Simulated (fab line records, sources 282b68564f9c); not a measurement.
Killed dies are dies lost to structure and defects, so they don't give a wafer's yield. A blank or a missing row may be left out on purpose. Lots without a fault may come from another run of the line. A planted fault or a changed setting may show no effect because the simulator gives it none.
Which tool did it? | flow rit_cmos | 14 lots, 42 wafers sampled, at 3 steps of a route of 202

WHAT THE GAUGES READ, wafer by wafer
RIT_NLDD_TW_MEAS_10.
lot  | measured    | on            | NLDD_TW
L824 | day 3 05:25 | film_metro-03 | 2504 2500 2498
L825 | day 3 18:26 | film_metro-02 | 2521 2521 2514
L826 | day 4 06:55 | film_metro-02 | 2523 2507 2502
L827 | day 4 10:41 | film_metro-01 | 2465 2456 2459
L828 | day 4 13:31 | film_metro-03 | 2521 2530 2528
L830 | day 4 19:34 | film_metro-03 | 2519 2525 2526
L831 | day 5 13:26 | film_metro-01 | 2632 2647 2628
L832 | day 5 13:41 | film_metro-01 | 2485 2459 2469
L835 | day 5 21:07 | film_metro-02 | 2706 2698 2695
L840 | day 6 17:15 | film_metro-02 | 2536 2528 2527
L842 | day 6 21:37 | film_metro-03 | 2512 2513 2511
L844 | day 7 05:20 | film_metro-02 | 2521 2509 2515
L846 | day 7 11:21 | film_metro-02 | 2499 2515 2520
L847 | day 7 18:54 | film_metro-03 | 2474 2478 2469

RIT_SDANNEAL_RS_MEAS_07: measures by four-point-probe.
lot  | measured    | on            | NLDD_RS (ohm/sq)
L824 | day 3 13:19 | film_metro-02 | 152.0 152.2 151.8
L825 | day 4 02:18 | film_metro-02 | 151.9 151.8 152.0
L826 | day 4 15:12 | film_metro-03 | 151.1 151.4 151.4
L827 | day 4 18:56 | film_metro-03 | 151.3 151.0 151.5
L828 | day 4 21:27 | film_metro-03 | 151.8 151.5 151.1
L830 | day 5 04:03 | film_metro-01 | 151.8 151.3 151.3
L831 | day 5 22:31 | film_metro-03 | 122.4 122.7 122.1
L832 | day 5 22:40 | film_metro-02 | 151.9 152.4 152.9
L835 | day 6 07:19 | film_metro-03 | 122.6 122.6 122.5
L840 | day 7 01:26 | film_metro-02 | 151.1 151.8 151.7
L842 | day 7 07:22 | film_metro-02 | 150.6 152.1 151.6
L844 | day 7 13:12 | film_metro-03 | 152.6 151.9 151.5
L846 | day 7 20:46 | film_metro-02 | 152.5 152.6 152.9
L847 | day 8 02:51 | film_metro-01 | 152.1 152.2 152.5

WHICH TOOL RAN EACH LOT (tool, then ch and the chambers of the sampled wafers, then the start)
lot  | RIT_NLDD_IMPLANT_08
L824 | implanter-02 ch 0, day 3 05:07
L825 | implanter-01 ch 0, day 3 18:08
L826 | implanter-01 ch 0, day 4 06:38
L827 | implanter-02 ch 0, day 4 10:22
L828 | implanter-02 ch 0, day 4 13:11
L830 | implanter-02 ch 0, day 4 19:17
L831 | implanter-02 ch 0, day 5 13:07
L832 | implanter-01 ch 0, day 5 13:22
L835 | implanter-02 ch 0, day 5 20:49
L840 | implanter-01 ch 0, day 6 16:55
L842 | implanter-01 ch 0, day 6 21:17
L844 | implanter-01 ch 0, day 7 05:01
L846 | implanter-01 ch 0, day 7 11:02
L847 | implanter-01 ch 0, day 7 18:34
- RIT_NLDD_IMPLANT_08

WHAT THE TOOLS THEMSELVES READ (means of the sampled wafers that have a number; where no wafer has one, the mark that the record gives instead)
RIT_NLDD_IMPLANT_08.
lot  | tool         | beam_energy_keV | dose_ions_cm2 | faraday_current_uA
L824 | implanter-02 | 20.000          | 5e+14         | 1597
L825 | implanter-01 | 20.003          | 5e+14         | 1549
L826 | implanter-01 | 19.993          | 5e+14         | 1544
L827 | implanter-02 | 20.001          | 5e+14         | 1572
L828 | implanter-02 | 19.999          | 5e+14         | 1558
L830 | implanter-02 | 20.003          | 5e+14         | 1579
L831 | implanter-02 | 20.008          | 6e+14         | 1999
L832 | implanter-01 | 19.998          | 5e+14         | 1523
L835 | implanter-02 | 19.994          | 6e+14         | 2004
L840 | implanter-01 | 20.004          | 5e+14         | 1550
L842 | implanter-01 | 19.997          | 5e+14         | 1575
L844 | implanter-01 | 19.995          | 5e+14         | 1581
L846 | implanter-01 | 20.004          | 5e+14         | 1560
L847 | implanter-01 | 20.004          | 5e+14         | 1569

THE ANSWER, worked out from the rows above alone
Rule: what is usual is taken from the lots themselves. Put in order of their means at a reading, lots are off if they are a third of the lots or fewer, leave a main group of 4 or more, and stand apart from it by a gap of 3 or more times the standard deviation of the main group's means; of several such gaps the widest counts. A main group whose means are all the same, to the digits that the tables above print for the reading, isn't used. A lot without any number at a reading at which 4 lots or more have one is off too. The other lots that the step has rows for count as sound. The gauges are gone through in route order, then the tools' own readings, and for those a lot's mean is taken as printed above. The first step at which some lot is off is used, and at that step the reading that is off furthest; a lot without a number counts as furthest.
Off: L831, L835, at RIT_NLDD_TW_MEAS_10 (NLDD_TW). The main group: mean 2504, standard deviation 22.
A tool fits if, at a process step before that reading, it ran every lot that is off, and no sound lot after the first of them. The gauges at RIT_NLDD_TW_MEAS_10 aren't tried: what is off there is off at RIT_SDANNEAL_RS_MEAS_07 too, on other tools, and a gauge's error can't cause that. One fits: implanter-02 at RIT_NLDD_IMPLANT_08. Its last sound lot is L830 (day 4 19:17), its first lot that is off L831 (day 5 13:07): a fault that began between those two fits.
The tool's own readings at RIT_NLDD_IMPLANT_08 bear it out: on the lots that are off they differ by more than 5 times the standard deviation of the sound lots' means. dose_ions_cm2 reads 6e+14 there against 5e+14 on the sound lots; faraday_current_uA reads 2002 there against 1563 on the sound lots.

WHAT THE SIMULATOR HAD PUT IN
Process parameter drift: implanter-02, from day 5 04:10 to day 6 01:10, at RIT_NLDD_IMPLANT_08. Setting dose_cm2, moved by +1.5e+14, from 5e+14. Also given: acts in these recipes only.
Lots struck among those shown: L831, L835. The rule above found the same.
